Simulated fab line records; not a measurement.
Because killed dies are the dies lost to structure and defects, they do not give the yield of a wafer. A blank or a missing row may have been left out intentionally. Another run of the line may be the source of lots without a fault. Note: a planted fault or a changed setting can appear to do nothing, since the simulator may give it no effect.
Which tool was responsible? + flow rit_cmos + 14 lots, 42 wafers sampled, at 5 steps of a route of 202

WHAT THE GAUGES SHOWED, per wafer
RIT_FOX2_THK_MEAS_01.
| lot  | measured    | on            | FOX2_OXIDE_THK (nm) |
|------|-------------|---------------|---------------------|
| L298 | day 1 18:41 | film_metro-02 | 359 353 358         |
| L299 | day 2 00:31 | film_metro-02 | 335 335 329         |
| L300 | day 2 04:23 | film_metro-04 | 344 341 343         |
| L301 | day 2 10:17 | film_metro-04 | 348 350 352         |
| L302 | day 2 14:20 | film_metro-04 | 339 336 350         |
| L303 | day 2 21:07 | film_metro-02 | 345 346 347         |
| L305 | day 3 05:54 | film_metro-04 | 355 356 350         |
| L306 | day 3 10:50 | film_metro-04 | 348 341 341         |
| L308 | day 3 20:23 | film_metro-02 | 347 340 340         |
| L309 | day 4 01:27 | film_metro-02 | 348 353 352         |
| L311 | day 4 11:23 | film_metro-03 | 342 342 340         |
| L317 | day 5 18:54 | film_metro-02 | 351 351 354         |
| L318 | day 6 00:51 | film_metro-02 | 353 352 348         |
| L320 | day 6 08:19 | film_metro-03 | 344 348 341         |

RIT_PRETRO_TW_MEAS_10.
| lot  | measured    | on            | PRETRO_TW                           |
|------|-------------|---------------|-------------------------------------|
| L298 | day 2 08:14 | film_metro-02 | 477.1 478.7 476.6                   |
| L299 | day 2 13:18 | film_metro-01 | 471.1 472.1 472.2                   |
| L300 | day 2 18:20 | film_metro-02 | 477.9 479.6 476.6                   |
| L301 | day 2 23:09 | film_metro-02 | 475.2 478.8 477.8                   |
| L302 | day 3 03:23 | film_metro-02 | 477.1 478.4 473.7                   |
| L303 | day 3 09:42 | film_metro-02 | 475.4 477.1 479.7                   |
| L305 | day 3 19:07 | film_metro-02 | 475.8 475.2 476.6                   |
| L306 | day 4 00:09 | film_metro-02 | 475.4 475.3 476.2                   |
| L308 | day 4 08:52 | film_metro-01 | 472.6 475.5 473.2                   |
| L309 | day 4 14:09 | film_metro-01 | 472.5 473.5 472.1                   |
| L311 | day 5 00:10 | film_metro-04 | 478.1 476.9 478.7                   |
| L317 | day 6 07:56 | film_metro-04 | 476.3 475.3 474.2                   |
| L318 | day 6 13:38 | film_metro-02 | 420.7 419.4 419.8 418.7 418.6 418.8 |
| L320 | day 6 21:07 | film_metro-01 | 420.4 417.4 418.6 421.0 421.2 419.6 |

RIT_NLDD_OVL_MEAS_06.
| lot  | measured    | on         | NLDD_OVL (nm)  |
|------|-------------|------------|----------------|
| L298 | day 2 17:31 | overlay-01 | -0.8 0.3 -1.2  |
| L299 | day 2 23:12 | overlay-02 | -0.8 -0.4 -1.0 |
| L300 | day 3 04:03 | overlay-01 | -0.4 -1.6 0.4  |
| L301 | day 3 08:35 | overlay-02 | 0.1 1.0 0.9    |
| L302 | day 3 12:31 | overlay-01 | -2.2 -0.1 -2.1 |
| L303 | day 3 19:00 | overlay-02 | -1.9 -0.1 -1.1 |
| L305 | day 4 05:08 | overlay-01 | -1.6 -0.8 -1.3 |
| L306 | day 4 10:11 | overlay-02 | -0.6 -1.7 -1.5 |
| L308 | day 4 19:38 | overlay-01 | -0.4 1.8 1.0   |
| L309 | day 5 00:12 | overlay-02 | -2.0 -2.7 -1.2 |
| L311 | day 5 14:37 | overlay-02 | 0.0 0.2 1.3    |
| L317 | day 6 17:23 | overlay-02 | -0.4 -1.2 0.7  |
| L318 | day 7 16:19 | overlay-01 | -3.1 -3.1 -2.9 |
| L320 | day 7 14:16 | overlay-02 | -1.9 -1.7 -0.2 |

EACH LOT AND THE TOOL THAT RAN IT (in order: tool; ch and the chambers of the sampled wafers; start)
| lot  | RIT_NWELL_STRIP_09                  | RIT_PRETRO_IMPLANT_08          |
|------|-------------------------------------|--------------------------------|
| L298 | plasma_asher-03 ch 0,1, day 1 21:07 | implanter-04 ch 0, day 2 07:56 |
| L299 | plasma_asher-04 ch 0,1, day 2 02:50 | implanter-03 ch 0, day 2 12:59 |
| L300 | plasma_asher-04 ch 0,1, day 2 06:44 | implanter-03 ch 0, day 2 18:01 |
| L301 | plasma_asher-04 ch 0,1, day 2 12:40 | implanter-01 ch 0, day 2 22:50 |
| L302 | plasma_asher-04 ch 0,1, day 2 16:36 | implanter-01 ch 0, day 3 03:04 |
| L303 | plasma_asher-04 ch 1, day 2 23:28   | implanter-04 ch 0, day 3 09:22 |
| L305 | plasma_asher-02 ch 0,1, day 3 08:11 | implanter-01 ch 0, day 3 18:49 |
| L306 | plasma_asher-04 ch 0,1, day 3 13:12 | implanter-01 ch 0, day 3 23:52 |
| L308 | plasma_asher-02 ch 0, day 3 22:38   | implanter-01 ch 0, day 4 08:34 |
| L309 | plasma_asher-04 ch 0,1, day 4 03:49 | implanter-01 ch 0, day 4 13:49 |
| L311 | plasma_asher-04 ch 0,1, day 4 13:48 | implanter-01 ch 0, day 4 23:52 |
| L317 | plasma_asher-03 ch 0,1, day 5 21:19 | implanter-01 ch 0, day 6 07:38 |
| L318 | plasma_asher-04 ch 0,1, day 6 03:16 | implanter-03 ch 0, day 6 13:22 |
| L320 | plasma_asher-02 ch 0,1, day 6 10:41 | implanter-03 ch 0, day 6 20:47 |
- RIT_NWELL_STRIP_09: strips in O2, time 180 s.
- RIT_PRETRO_IMPLANT_08

AS READ BY THE TOOLS THEMSELVES (means over the sampled wafers that have a number; for cases with no such wafer, the mark the record gives instead)
RIT_NWELL_STRIP_09.
| lot  | tool            | drypump_motor_current_A (A) | rf_refl_power_W (W) |
|------|-----------------|-----------------------------|---------------------|
| L298 | plasma_asher-03 | 5.6                         | 5.0                 |
| L299 | plasma_asher-04 | 6.3                         | 6.2                 |
| L300 | plasma_asher-04 | 6.3                         | 7.3                 |
| L301 | plasma_asher-04 | 6.3                         | 7.2                 |
| L302 | plasma_asher-04 | 6.3                         | 6.2                 |
| L303 | plasma_asher-04 | 6.3                         | 5.4                 |
| L305 | plasma_asher-02 | 5.4                         | 8.3                 |
| L306 | plasma_asher-04 | 6.3                         | 7.1                 |
| L308 | plasma_asher-02 | 5.4                         | 9.7                 |
| L309 | plasma_asher-04 | 6.3                         | 7.3                 |
| L311 | plasma_asher-04 | 6.3                         | 6.2                 |
| L317 | plasma_asher-03 | 5.2                         | 5.6                 |
| L318 | plasma_asher-04 | 6.3                         | 7.3                 |
| L320 | plasma_asher-02 | 5.5                         | 6.7                 |

RIT_PRETRO_IMPLANT_08.
| lot  | tool         | beam_on_s (s) | dose_ions_cm2 | faraday_current_uA | tilt_deg (degrees) |
|------|--------------|---------------|---------------|--------------------|--------------------|
| L298 | implanter-04 | 9.99          | 1.1988e+13    | 38.1               | 7.011              |
| L299 | implanter-03 | 10.18         | 1.1997e+13    | 37.6               | 6.984              |
| L300 | implanter-03 | 10.10         | 1.1984e+13    | 37.7               | 6.989              |
| L301 | implanter-01 | 10.00         | 1.1987e+13    | 37.9               | 7.001              |
| L302 | implanter-01 | 9.88          | 1.1994e+13    | 38.6               | 7.021              |
| L303 | implanter-04 | 10.08         | 1.1991e+13    | 37.8               | 7.028              |
| L305 | implanter-01 | 10.17         | 1.1985e+13    | 37.5               | 7.009              |
| L306 | implanter-01 | 9.98          | 1.1992e+13    | 38.0               | 6.992              |
| L308 | implanter-01 | 10.16         | 1.1993e+13    | 37.4               | 6.990              |
| L309 | implanter-01 | 9.92          | 1.2005e+13    | 38.3               | 6.965              |
| L311 | implanter-01 | 10.14         | 1.1999e+13    | 37.6               | 7.015              |
| L317 | implanter-01 | 10.15         | 1.2005e+13    | 37.5               | 7.024              |
| L318 | implanter-03 | 10.10         | 8.0320e+12    | 25.3               | 6.984              |
| L320 | implanter-03 | 10.02         | 8.0443e+12    | 25.5               | 7.012              |

THE ANSWER, worked out from the rows above alone
Rule: the lots themselves supply what counts as usual. Put in order of their means at a reading, lots are off if they are a third of the lots or fewer, leave a main group of 4 or more, and stand apart from it by a gap of 3 or more times the standard deviation of the main group's means; of several such gaps the widest counts. If all means in a main group match to the digits the tables above print for the reading, that group is not used. Also off: a lot with no number at a reading for which 4 or more lots have one. Any other lot the step has rows for is counted as sound. The gauges are gone through in route order, then the tools' own readings, and for those a lot's mean is taken as printed above. At the first step where some lot is off, the reading lying furthest off is the one used; lots without a number count as furthest.
Off: at RIT_PRETRO_TW_MEAS_10 (PRETRO_TW), L318, L320. For the main group the mean is 475.8 and the standard deviation 2.
A tool fits if, at a process step before that reading, it ran every lot that is off, and no sound lot after the first of them. Not tried: the gauges at RIT_PRETRO_TW_MEAS_10; whatever is off there is also off at RIT_PRETRO_IMPLANT_08, on other tools, and gauge error can't account for it. One fits: implanter-03 at RIT_PRETRO_IMPLANT_08. Its last sound lot is L300 (day 2 18:01), its first lot that is off L318 (day 6 13:22): a fault that began between those two fits.
The tool's own readings at RIT_PRETRO_IMPLANT_08 bear it out: on the lots that are off they differ by more than 5 times the standard deviation of the sound lots' means. dose_ions_cm2 reads 8.0382e+12 there against 1.1993e+13 on the sound lots; faraday_current_uA reads 25.4 there against 37.8 on the sound lots.

WHAT THE SIMULATOR HAD PUT IN
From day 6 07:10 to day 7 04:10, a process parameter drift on implanter-03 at RIT_PRETRO_IMPLANT_08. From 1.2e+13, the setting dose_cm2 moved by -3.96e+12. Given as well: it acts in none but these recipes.
Struck lots among those shown: L318, L320. The rule given above showed the same thing.
